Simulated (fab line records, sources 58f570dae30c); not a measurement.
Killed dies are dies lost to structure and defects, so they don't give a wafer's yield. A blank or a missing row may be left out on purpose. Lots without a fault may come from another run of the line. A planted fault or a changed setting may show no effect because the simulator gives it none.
fab line records | flow berkeley_cmos170
record lots=15 wafers=45 last_day=12
route steps=331 shown NVT@109
lots that met no fault: from a run of the same line without faults
start_h: hours from the record's first day to the start of the lot's first wafer shown | wait_h: hours since the lot's step before | " the same as in the row above | L1.1+2: a row that stands for several wafers | - no value, or no start given | * or withheld: withheld | < > ~ a bound
route shown NAME@n: a module of which the file shows steps, and the number in the route of the first | usual: mean/standard deviation of fault-free wafers | same: alike in all rows | chamber/n: place in a boat | sites: the reading at each site | _std_site: their standard deviation | _edge_site: outer sites' mean less inner sites' | radius_mm: how far each site lies from the wafer's centre | mask NAME#n: copy n | behind: the tool/chamber that last shaped the wafer | hold: why the lot was held/for how many hours/how that ended | device: the transistor (n, p or np) that didn't switch | end of line: the same wafers' tests at the end of the route | a step without rows: its recipe alone | killed: dies lost to structure and defects at the first sort, not the wafer's yield | map: a wafer's dies, x killed, . not, _ none there
set.NAME: the setting as run; set.NAME@STEP: as run at that earlier step | model.NAME: the simulator's own value behind a step, which no gauge read
steps of the route over a sample of lots; a table a step, a row a wafer
services: from which hour (start_h, from the record's first day; less than 0 if before it) a tool's chamber was out of use, for how many hours, and why
## steps
# step UCB170_NVT_DEVELOP_05
# recipe developer=TMAH develop_time_s=45 resist=KrF dev_temp_c=21
# usual chill_plate_temp_C=22.99/0.11 develop_time_s=45/0 developer_temp_C=20.99/0.11 exhaust_pa=45.1/0.91
# columns lot.wafer tool chamber start_h wait_h chill_plate_temp_C develop_time_s developer_temp_C exhaust_pa
L501.2 litho_track-01 0 100 - 22.77 45 21.05 44.8
L501.4 " 0 101 - 22.92 45 21.13 46.3
L501.5 " 0 " " 22.92 45 21.00 47.6
L505.1 litho_track-02 0 129 - 23.11 45 20.99 44.9
L505.4 " 0 " " 22.85 45 20.99 46.2
L505.6 " 0 " " 23.08 45 21.03 45.8
L504.4 litho_track-01 0 140 - 23.06 45 20.96 46.2
L504.5 " 0 " " 22.96 45 20.92 44.3
L504.6 " 0 " " 23.04 45 21.14 45.7
L509.2 litho_track-04 - 152 - - - - -
L509.3 " - " " - - - -
L509.6 " - " " - - - -
L508.2 litho_track-01 - 153 - - - - -
L508.4 " - " " - - - -
L508.6 " - " " - - - -
L511.2 litho_track-01 - 164 - - - - -
L511.4 " - " " - - - -
L511.6 " - " " - - - -
L515.1 litho_track-01 0 178 - 22.87 45 20.95 45.2
L515.2 " 0 " " 22.94 45 20.84 45.6
L515.5 " 0 " " 23.01 45 21.04 46.1
L516.3 litho_track-02 0 186 - 22.97 45 21.08 45.1
L516.4 " 0 " " 23.17 45 21.21 46.4
L516.5 " 0 " " 23.06 45 21.10 44.0
L517.1 litho_track-01 0 186 - 23.02 45 20.94 44.7
L517.3 " 0 " " 22.93 45 21.01 43.7
L517.4 " 0 " " 22.91 45 20.93 43.4
L519.2 litho_track-01 0 196 - 22.92 45 20.94 45.5
L519.4 " 0 " " 23.17 45 20.77 44.9
L519.6 " 0 " " 23.10 45 20.99 45.1
L518.3 litho_track-01 0 196 - 23.13 45 21.08 44.7
L518.4 " 0 " " 22.96 45 20.95 45.9
L518.6 " 0 " " 23.24 45 21.12 45.7
L521.1 litho_track-01 0 210 - 22.93 45 20.98 45.3
L521.2 " 0 " " 22.94 45 20.91 44.4
L521.3 " 0 " " 22.92 45 21.05 46.0
L520.1 litho_track-04 0 210 - 23.15 45 21.21 46.3
L520.2 " 0 " " 23.04 45 21.31 44.9
L520.3 " 0 " " 22.97 45 21.17 45.1
L522.1 litho_track-01 0 214 - 22.88 45 21.01 45.4
L522.3 " 0 " " 22.88 45 20.90 43.6
L522.5 " 0 " " 22.95 45 20.97 44.0
L523.2 litho_track-02 0 230 - 23.07 45 20.93 43.1
L523.3 " 0 " " 23.09 45 20.99 43.8
L523.4 " 0 " " 23.10 45 20.78 44.2
## services
# columns tool chamber start_h hours kind
litho_track-02 - 212.70 - consumable_replace:filter
## key
first_sign step=UCB170_NVT_DEVELOP_05 reading=tool_record direction=missing
effect none on later readings
met_at UCB170_NVT_DEVELOP_05
struck_lots L508,L509,L511
sort_left_out L508.2,L508.4,L508.6,L509.2,L509.3,L509.6,L511.2,L511.4,L511.6
tester_left_out L508,L509,L511
fault kind=skipped_step_whole tool=litho_track-01,litho_track-04 chamber=- onset_h=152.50 steps=UCB170_NVT_DEVELOP_05 scope=struck_lots_only
# tester_left_out: of these lots the tester's yield and bins aren't shown, on N5 and GAA mostly nor the transistor test; their killed dies are dies lost to structure and defects alone, not to doping, threshold or leakage, so they don't give the yield
# sort_left_out: the simulated sort isn't trusted on such a fault, so these wafers' sort isn't shown, and their yield isn't known
